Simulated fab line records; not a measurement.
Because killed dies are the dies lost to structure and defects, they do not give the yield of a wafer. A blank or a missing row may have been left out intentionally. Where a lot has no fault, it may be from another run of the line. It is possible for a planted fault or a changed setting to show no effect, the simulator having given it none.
Struck lot and sound lot, side by side || flow rit cmos || 15 out of 202 route steps
Sound: these wafers, L490.2, L490.5, L490.6. The struck wafers were L498.2, L498.4, L498.6. At the end, the cause is stated.
Each step with rows lists, per side, the tool, then ch with its chambers, then its first start. Under that, the readings that differ: sound wafers || struck wafers || difference of the means || sigmas: that difference in standard deviations of wafers without a fault.
alike: readings whose means differ by less than 2 such deviations, and words and numbers that are the same on both sides. not compared: withheld readings, readings that some wafer has no value for, bounds like >300 that may hide the same value, and numbers for which the record gives no deviation and whose values overlap.
A row with sigmas, a row that says differs or no value, or rows on one side alone: a step with any of these is where the two part. When numbers do not overlap yet have no deviation, they are printed without sigmas and do not part them. Lack of a reading on every wafer of one side parts them only where that side has two or more wafers.

first, 3 steps without rows for these wafers: RIT_SDANNEAL_CLEAN_00 (cleans in SC1, time 600 s); RIT_SDANNEAL_CLEAN_01 (cleans in dHF, time 30 s); RIT_SDANNEAL_CLEAN_02 (cleans in SC2, time 600 s).
RIT_SDANNEAL_RTA_03: time 5 s.
  sound on rtp anneal-01 ch 0, day 5 22:06; struck on rtp anneal-01 ch 0, day 6 16:09
  alike: anneal temp c max, wafer_temp_C_max
RIT_SDANNEAL_RS_MEAS_04: a four-point-probe measurement.
  sound on film metro-03 at day 5 22:10; struck on film metro-03 at day 6 16:13
  alike: PSD_RS
RIT_SDANNEAL_RS_MEAS_05: a four-point-probe measurement.
  sound on film metro-03 at day 5 22:17; struck on film metro-03 at day 6 16:20
  alike: NSD_RS
RIT_SDANNEAL_RS_MEAS_06: a four-point-probe measurement.
  sound on film metro-03 at day 5 22:25; struck on film metro-03 at day 6 16:28
  alike: PLDD_RS
RIT_SDANNEAL_RS_MEAS_07: a four-point-probe measurement.
  sound on film metro-03 at day 5 22:32; struck on film metro-03 at day 6 16:35
  alike: NLDD_RS
then, 1 step without rows for these wafers: RIT_SILICIDE_WET_ETCH_00 (etches SiO2 in BOE, target depth 14 nm, time 15 s).
RIT_SILICIDE_SPUTTER_01: material Ti, target thk 30 nm, time 240 s.
  sound on pvd sputter-03 at day 5 22:38; struck on pvd sputter-03 at day 6 16:41
  alike: throttle valve pct
RIT_SILICIDE_RS_MEAS_02: a four-point-probe measurement.
  sound on film metro-03 at day 5 22:49; struck on film metro-02 at day 6 16:52
  alike: SILICIDE_TI_RS
RIT_SILICIDE_THK_MEAS_03: measures by xrf.
  sound on film metro-03 at day 5 22:55; struck on film metro-02 at day 6 16:58
  alike: SILICIDE_TI_THK
RIT_SILICIDE_RTA_04: time 10 s, ramp up 5 s, ramp down 5 s.
  sound on rtp anneal-01 ch 0, day 5 22:59; struck on rtp anneal-02 ch 0, day 6 17:02
{"reading": "wafer_temp_C_max", "sound": "651.6 651.8 652.2", "struck": "723.2 722.5 722.5", "difference": "+70.9", "sigmas": "+99 or more"}
then, 1 step without rows for these wafers: RIT_SILICIDE_WET_ETCH_05 (etches Ti in SPM, time 120 s).
RIT_M1_PROBE_99:
  sound on prober-02 at day 6 06:35; struck on prober-02 at day 7 00:44
  alike: killed at contacts, killed at front end, killed dies, killed on rim, killed open, killed short

== WHERE THEY PART ==
Only at RIT_SILICIDE_RTA_04, within this record. Later steps at which nothing parts them and some readings are alike: RIT_M1_PROBE_99.

WHY: the cause the simulator had injected
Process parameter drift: rtp anneal-02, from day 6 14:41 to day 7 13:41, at RIT_SILICIDE_RTA_04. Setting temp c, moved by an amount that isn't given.
